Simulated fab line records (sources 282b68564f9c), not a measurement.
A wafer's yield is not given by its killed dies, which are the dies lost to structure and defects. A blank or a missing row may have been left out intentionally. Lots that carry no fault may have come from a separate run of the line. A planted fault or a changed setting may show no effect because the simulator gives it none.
Matching of chambers / flow rit_cmos / rie_si-02 running RIT_GATE_ETCH_19: 4 sister chambers
The step etches poly-Si in SF6/CHF3/O2, stops on SiO2, time 165 s, target depth 312.5 nm. 4 wafers are shown with their chamber, then 7 later ones without.

EACH WAFER AND ITS CHAMBER
wafer=L275.4; chamber=3; throttle_valve_pct (%)=10.34
wafer=L277.3; chamber=1; throttle_valve_pct (%)=9.91
wafer=L279.1; chamber=2; throttle_valve_pct (%)=10.01
wafer=L279.5; chamber=0; throttle_valve_pct (%)=10.20

WAFERS WHOSE CHAMBER IS MISSING
wafer=L279.6; throttle_valve_pct (%)=10.32
wafer=L281.1; throttle_valve_pct (%)=10.33
wafer=L281.2; throttle_valve_pct (%)=9.92
wafer=L281.5; throttle_valve_pct (%)=10.00
wafer=L283.2; throttle_valve_pct (%)=10.32
wafer=L283.4; throttle_valve_pct (%)=10.20
wafer=L283.5; throttle_valve_pct (%)=10.33

WHICH CHAMBER EACH ONE RAN IN
wafer=L279.6; from the rows above=3; in truth=3
wafer=L281.1; from the rows above=3; in truth=3
wafer=L281.2; from the rows above=1; in truth=1
wafer=L281.5; from the rows above=2; in truth=2
wafer=L283.2; from the rows above=3; in truth=3
wafer=L283.4; from the rows above=0; in truth=0
wafer=L283.5; from the rows above=3; in truth=3
7 of 7 placed correctly. From these rows, 0 cannot be placed. Number placed wrongly: 0.
How it was worked out, from the rows above alone: a wafer's distance from a chamber is the root of the sum, over the readings, of the square of ((its reading less the chamber's mean) divided by the reading's scatter). The wafer belongs to the nearest chamber; if the next one is less than 2 further off, it can't be placed. The mean given for a chamber averages the wafers shown for that chamber. The scatter (one wafer shown for each chamber): square how far every hidden wafer sits from the nearest shown wafer, average those squares and take the square root.
